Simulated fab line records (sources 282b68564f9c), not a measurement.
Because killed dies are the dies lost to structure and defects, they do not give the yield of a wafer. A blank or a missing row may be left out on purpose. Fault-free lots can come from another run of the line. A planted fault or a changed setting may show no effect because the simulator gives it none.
fab line records / flow ritCmos
record lots=6 wafers=18 lastDay=7
route steps=202 shown NWELL@32 PWELL@39
lots that met no fault: taken from a fault-free run of the same line
startH: the number of hours between the record's first day and the start of the first shown wafer of the lot / waitH: time in hours since the lot's previous step / " unchanged from the row above / L1.1+2: a row that stands for several wafers / - no value, or no start given / * or withheld: withheld / < > ~ a bound
route shown NAME@n: NAME is a module with steps in the file, n the number in the route of the first one / usual: mean/standard deviation of fault-free wafers / same: alike in all rows / chamber/n: place in a boat / sites: each site's reading / _std_site: the values' standard deviation / _edge_site: inner sites' mean taken away from outer sites' mean / radiusMm: how far each site lies from the wafer's centre / mask NAME#n: copy n / behind: tool/chamber where the wafer was last shaped / hold: the reason the lot was held/the length of the hold in hours/how it ended / device: the n, p or np transistor that did not switch / end of line: at the end of the route, the tests of the same wafers / where a step has no rows: the recipe by itself / killed: count of dies lost to structure and defects at first sort (not the wafer's yield) / map: per-die view of a wafer (x killed, . not killed, _ where there is no die)
set.NAME: the setting as run; set.NAME@STEP: as run at that earlier step / model.NAME: the simulator's own value behind a step, which no gauge read
lots at some steps of the route; a table a step, a row a wafer
services: from which hour (startH, from the record's first day; less than 0 if before it) a tool's chamber was out of use, for how many hours, and why
## steps
# step RIT_NWELL_PEB_04
# recipe resist=NOVOLAK tempC=withheld timeS=withheld
# step RIT_NWELL_DEVELOP_05
# recipe resist=NOVOLAK developTimeS=68 devTempC=23
# step RIT_NWELL_OVL_MEAS_06
# usual NWELL_OVL=-0.3/1.4
lot.wafer=L105.1 tool=overlay-02 chamber=- startH=35.94 waitH=- NWELL_OVL[nm]=2.5
lot.wafer=L105.4 tool=overlay-02 chamber=- startH=35.94 waitH=- NWELL_OVL[nm]=0.9
lot.wafer=L105.5 tool=overlay-02 chamber=- startH=35.94 waitH=- NWELL_OVL[nm]=2.3
lot.wafer=L106.1 tool=overlay-02 chamber=- startH=44.48 waitH=- NWELL_OVL[nm]=-0.5
lot.wafer=L106.4 tool=overlay-02 chamber=- startH=44.48 waitH=- NWELL_OVL[nm]=0.5
lot.wafer=L106.5 tool=overlay-02 chamber=- startH=44.48 waitH=- NWELL_OVL[nm]=-1.3
lot.wafer=L111.1 tool=overlay-02 chamber=- startH=67.23 waitH=- NWELL_OVL[nm]=1.2
lot.wafer=L111.2 tool=overlay-02 chamber=- startH=67.23 waitH=- NWELL_OVL[nm]=-0.2
lot.wafer=L111.6 tool=overlay-02 chamber=- startH=67.23 waitH=- NWELL_OVL[nm]=-0.5
lot.wafer=L110.1 tool=overlay-01 chamber=- startH=67.34 waitH=- NWELL_OVL[nm]=0.1
lot.wafer=L110.3 tool=overlay-01 chamber=- startH=67.34 waitH=- NWELL_OVL[nm]=-1.5
lot.wafer=L110.5 tool=overlay-01 chamber=- startH=67.34 waitH=- NWELL_OVL[nm]=0.0
lot.wafer=L113.1 tool=overlay-01 chamber=- startH=80.61 waitH=- NWELL_OVL[nm]=-1.4
lot.wafer=L113.4 tool=overlay-01 chamber=- startH=80.61 waitH=- NWELL_OVL[nm]=-1.6
lot.wafer=L113.5 tool=overlay-01 chamber=- startH=80.61 waitH=- NWELL_OVL[nm]=-0.3
lot.wafer=L125.3 tool=overlay-02 chamber=- startH=136.13 waitH=- NWELL_OVL[nm]=1.0
lot.wafer=L125.5 tool=overlay-02 chamber=- startH=136.13 waitH=- NWELL_OVL[nm]=1.0
lot.wafer=L125.6 tool=overlay-02 chamber=- startH=136.13 waitH=- NWELL_OVL[nm]=1.8
# step RIT_NWELL_HARDBAKE_07
# recipe resist=NOVOLAK tempC=140 timeS=120
# step RIT_NWELL_IMPLANT_08
# recipe species=P energyKev=170 doseCm2=5e+13 tiltDeg=7
# step RIT_NWELL_STRIP_09
# recipe chemistry=O2 timeS=180 resist=NOVOLAK platenTempC=withheld powerW=500 pressureMtorr=4000 o2FlowSccm=4000
# usual drypumpMotorCurrentA=5.96/0.25 o2FlowSccm=4001/12
lot.wafer=L105.1 tool=plasmaAsher-02 chamber=0 startH=36.38 waitH=0.1 drypumpMotorCurrentA=5.95 o2FlowSccm=4012 rfHoursCounterH=38
lot.wafer=L105.4 tool=plasmaAsher-02 chamber=0 startH=36.38 waitH=0.1 drypumpMotorCurrentA=5.96 o2FlowSccm=4000 rfHoursCounterH=-
lot.wafer=L105.5 tool=plasmaAsher-02 chamber=0 startH=36.38 waitH=0.1 drypumpMotorCurrentA=5.94 o2FlowSccm=3983 rfHoursCounterH=-
lot.wafer=L106.1 tool=plasmaAsher-02 chamber=1 startH=44.92 waitH=0.1 drypumpMotorCurrentA=5.85 o2FlowSccm=3985 rfHoursCounterH=39
lot.wafer=L106.4 tool=plasmaAsher-02 chamber=1 startH=44.92 waitH=0.1 drypumpMotorCurrentA=5.86 o2FlowSccm=3990 rfHoursCounterH=-
lot.wafer=L106.5 tool=plasmaAsher-02 chamber=1 startH=44.92 waitH=0.1 drypumpMotorCurrentA=5.86 o2FlowSccm=3989 rfHoursCounterH=-
lot.wafer=L111.1 tool=plasmaAsher-03 chamber=1 startH=67.66 waitH=0.1 drypumpMotorCurrentA=6.30 o2FlowSccm=4017 rfHoursCounterH=46
lot.wafer=L111.2 tool=plasmaAsher-03 chamber=0 startH=67.66 waitH=0.1 drypumpMotorCurrentA=5.94 o2FlowSccm=3989 rfHoursCounterH=46
lot.wafer=L111.6 tool=plasmaAsher-03 chamber=1 startH=67.66 waitH=0.1 drypumpMotorCurrentA=6.29 o2FlowSccm=4009 rfHoursCounterH=-
lot.wafer=L110.1 tool=plasmaAsher-02 chamber=0 startH=67.78 waitH=0.1 drypumpMotorCurrentA=5.94 o2FlowSccm=4020 rfHoursCounterH=41
lot.wafer=L110.3 tool=plasmaAsher-02 chamber=0 startH=67.78 waitH=0.1 drypumpMotorCurrentA=5.94 o2FlowSccm=4008 rfHoursCounterH=-
lot.wafer=L110.5 tool=plasmaAsher-02 chamber=0 startH=67.78 waitH=0.1 drypumpMotorCurrentA=5.94 o2FlowSccm=4006 rfHoursCounterH=-
lot.wafer=L113.1 tool=plasmaAsher-04 chamber=1 startH=81.04 waitH=0.1 drypumpMotorCurrentA=5.58 o2FlowSccm=3995 rfHoursCounterH=29
lot.wafer=L113.4 tool=plasmaAsher-04 chamber=1 startH=81.04 waitH=0.1 drypumpMotorCurrentA=5.57 o2FlowSccm=4005 rfHoursCounterH=-
lot.wafer=L113.5 tool=plasmaAsher-04 chamber=0 startH=81.04 waitH=0.1 drypumpMotorCurrentA=6.30 o2FlowSccm=4042 rfHoursCounterH=-
lot.wafer=L125.3 tool=plasmaAsher-04 chamber=1 startH=136.61 waitH=0.1 drypumpMotorCurrentA=5.62 o2FlowSccm=4009 rfHoursCounterH=-
lot.wafer=L125.5 tool=plasmaAsher-04 chamber=1 startH=136.61 waitH=0.1 drypumpMotorCurrentA=5.58 o2FlowSccm=4008 rfHoursCounterH=-
lot.wafer=L125.6 tool=plasmaAsher-04 chamber=0 startH=136.61 waitH=0.1 drypumpMotorCurrentA=6.27 o2FlowSccm=4010 rfHoursCounterH=-
# step RIT_NWELL_TW_MEAS_10
# usual NWELL_TW=2164/18
lot.wafer=L105.1 tool=filmMetro-04 chamber=- startH=36.56 waitH=0.1 NWELL_TW=2186
lot.wafer=L105.4 tool=filmMetro-04 chamber=- startH=36.56 waitH=0.1 NWELL_TW=2175
lot.wafer=L105.5 tool=filmMetro-04 chamber=- startH=36.56 waitH=0.1 NWELL_TW=2192
lot.wafer=L106.1 tool=filmMetro-04 chamber=- startH=45.09 waitH=0.1 NWELL_TW=2179
lot.wafer=L106.4 tool=filmMetro-04 chamber=- startH=45.09 waitH=0.1 NWELL_TW=2180
lot.wafer=L106.5 tool=filmMetro-04 chamber=- startH=45.09 waitH=0.1 NWELL_TW=2182
lot.wafer=L111.1 tool=filmMetro-04 chamber=- startH=67.84 waitH=0.1 NWELL_TW=2163
lot.wafer=L111.2 tool=filmMetro-04 chamber=- startH=67.84 waitH=0.1 NWELL_TW=2162
lot.wafer=L111.6 tool=filmMetro-04 chamber=- startH=67.84 waitH=0.1 NWELL_TW=2167
lot.wafer=L110.1 tool=filmMetro-03 chamber=- startH=67.95 waitH=0.1 NWELL_TW=2169
lot.wafer=L110.3 tool=filmMetro-03 chamber=- startH=67.95 waitH=0.1 NWELL_TW=2169
lot.wafer=L110.5 tool=filmMetro-03 chamber=- startH=67.95 waitH=0.1 NWELL_TW=2164
lot.wafer=L113.1 tool=filmMetro-01 chamber=- startH=81.22 waitH=0.1 NWELL_TW=2145
lot.wafer=L113.4 tool=filmMetro-01 chamber=- startH=81.22 waitH=0.1 NWELL_TW=2142
lot.wafer=L113.5 tool=filmMetro-01 chamber=- startH=81.22 waitH=0.1 NWELL_TW=2136
lot.wafer=L125.3 tool=filmMetro-03 chamber=- startH=136.75 waitH=0.1 NWELL_TW=2179
lot.wafer=L125.5 tool=filmMetro-03 chamber=- startH=136.75 waitH=0.1 NWELL_TW=2177
lot.wafer=L125.6 tool=filmMetro-03 chamber=- startH=136.75 waitH=0.1 NWELL_TW=2177
# step RIT_PWELL_HMDS_00
# recipe primeTimeS=60 primeTempC=140
# step RIT_PWELL_COAT_01
# recipe resist=NOVOLAK spinRpm=2000 resistThkNm=1300
# step RIT_PWELL_SOFTBAKE_02
# recipe resist=NOVOLAK tempC=90 timeS=60
# step RIT_PWELL_EXPOSE_03
# recipe maskId=M3 na=0.57 targetCdNm=43700 doseMj=250
# step RIT_PWELL_PEB_04
# recipe resist=NOVOLAK tempC=withheld timeS=withheld
# step RIT_PWELL_DEVELOP_05
# recipe resist=NOVOLAK developTimeS=68 devTempC=23
# usual chillPlateTempC=23.00/0.11 developTimeS=68/0
lot.wafer=L105.1 tool=lithoTrack-02 chamber=0 startH=37 waitH=- chillPlateTempC=22.77 developTimeS=68
lot.wafer=L105.4 tool=lithoTrack-02 chamber=0 startH=37 waitH=- chillPlateTempC=23.02 developTimeS=68
lot.wafer=L105.5 tool=lithoTrack-02 chamber=0 startH=37 waitH=- chillPlateTempC=23.19 developTimeS=68
lot.wafer=L106.1 tool=lithoTrack-03 chamber=0 startH=45 waitH=- chillPlateTempC=23.07 developTimeS=68
lot.wafer=L106.4 tool=lithoTrack-03 chamber=0 startH=46 waitH=- chillPlateTempC=23.06 developTimeS=68
lot.wafer=L106.5 tool=lithoTrack-03 chamber=0 startH=46 waitH=- chillPlateTempC=23.06 developTimeS=68
lot.wafer=L111.1 tool=lithoTrack-02 chamber=- startH=68 waitH=- chillPlateTempC=- developTimeS=-
lot.wafer=L111.2 tool=lithoTrack-02 chamber=- startH=68 waitH=- chillPlateTempC=- developTimeS=-
lot.wafer=L111.6 tool=lithoTrack-02 chamber=- startH=68 waitH=- chillPlateTempC=- developTimeS=-
lot.wafer=L110.1 tool=lithoTrack-02 chamber=- startH=69 waitH=- chillPlateTempC=- developTimeS=-
lot.wafer=L110.3 tool=lithoTrack-02 chamber=- startH=69 waitH=- chillPlateTempC=- developTimeS=-
lot.wafer=L110.5 tool=lithoTrack-02 chamber=- startH=69 waitH=- chillPlateTempC=- developTimeS=-
lot.wafer=L113.1 tool=lithoTrack-02 chamber=0 startH=82 waitH=- chillPlateTempC=22.88 developTimeS=68
lot.wafer=L113.4 tool=lithoTrack-02 chamber=0 startH=82 waitH=- chillPlateTempC=23.04 developTimeS=68
lot.wafer=L113.5 tool=lithoTrack-02 chamber=0 startH=82 waitH=- chillPlateTempC=23.03 developTimeS=68
lot.wafer=L125.3 tool=lithoTrack-02 chamber=0 startH=137 waitH=- chillPlateTempC=23.14 developTimeS=68
lot.wafer=L125.5 tool=lithoTrack-02 chamber=0 startH=137 waitH=- chillPlateTempC=23.07 developTimeS=68
lot.wafer=L125.6 tool=lithoTrack-02 chamber=0 startH=137 waitH=- chillPlateTempC=23.07 developTimeS=68
# step RIT_PWELL_OVL_MEAS_06
# usual PWELL_OVL=0.5/1.1
lot.wafer=L105.1 tool=overlay-02 chamber=- startH=37.62 waitH=- PWELL_OVL[nm]=0.1
lot.wafer=L105.4 tool=overlay-02 chamber=- startH=37.62 waitH=- PWELL_OVL[nm]=1.0
lot.wafer=L105.5 tool=overlay-02 chamber=- startH=37.62 waitH=- PWELL_OVL[nm]=1.1
lot.wafer=L106.1 tool=overlay-01 chamber=- startH=46.16 waitH=- PWELL_OVL[nm]=2.1
lot.wafer=L106.4 tool=overlay-01 chamber=- startH=46.16 waitH=- PWELL_OVL[nm]=0.5
lot.wafer=L106.5 tool=overlay-01 chamber=- startH=46.16 waitH=- PWELL_OVL[nm]=0.9
lot.wafer=L111.1 tool=overlay-02 chamber=- startH=68.90 waitH=- PWELL_OVL[nm]=-
lot.wafer=L111.2 tool=overlay-02 chamber=- startH=68.90 waitH=- PWELL_OVL[nm]=-
lot.wafer=L111.6 tool=overlay-02 chamber=- startH=68.90 waitH=- PWELL_OVL[nm]=-
lot.wafer=L110.1 tool=overlay-01 chamber=- startH=69.22 waitH=- PWELL_OVL[nm]=-
lot.wafer=L110.3 tool=overlay-01 chamber=- startH=69.22 waitH=- PWELL_OVL[nm]=-
lot.wafer=L110.5 tool=overlay-01 chamber=- startH=69.22 waitH=- PWELL_OVL[nm]=-
lot.wafer=L113.1 tool=overlay-02 chamber=- startH=82.28 waitH=- PWELL_OVL[nm]=-1.1
lot.wafer=L113.4 tool=overlay-02 chamber=- startH=82.28 waitH=- PWELL_OVL[nm]=-3.1
lot.wafer=L113.5 tool=overlay-02 chamber=- startH=82.28 waitH=- PWELL_OVL[nm]=0.6
lot.wafer=L125.3 tool=overlay-02 chamber=- startH=137.68 waitH=- PWELL_OVL[nm]=-0.1
lot.wafer=L125.5 tool=overlay-02 chamber=- startH=137.68 waitH=- PWELL_OVL[nm]=-0.6
lot.wafer=L125.6 tool=overlay-02 chamber=- startH=137.68 waitH=- PWELL_OVL[nm]=0.9
## services
tool=plasmaAsher-04 chamber=- startH=84.26 hours=1.3 kind=repair
tool=plasmaAsher-04 chamber=- startH=103.48 hours=2.8 kind=pm
## key
firstSign step=RIT_PWELL_DEVELOP_05 reading=toolRecord direction=missing
effect none on later readings
metAt RIT_PWELL_DEVELOP_05
struckWafers L110.1,L110.3,L110.5,L111.1,L111.2,L111.6
sortLeftOut L110.1,L110.3,L110.5,L111.1,L111.2,L111.6
testerLeftOut L110,L111
onsetBetween 37 68
fault kind=skippedStepWhole tool=lithoTrack-02 chamber=- onsetH=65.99 steps=RIT_PWELL_DEVELOP_05 scope=struckLotsOnly
# testerLeftOut: of these lots the tester's yield and bins aren't shown, on N5 and GAA mostly nor the transistor test; their killed dies are dies lost to structure and defects alone, not to doping, threshold or leakage, so they don't give the yield
# sortLeftOut: the simulated sort isn't trusted on such a fault, so these wafers' sort isn't shown, and their yield isn't known
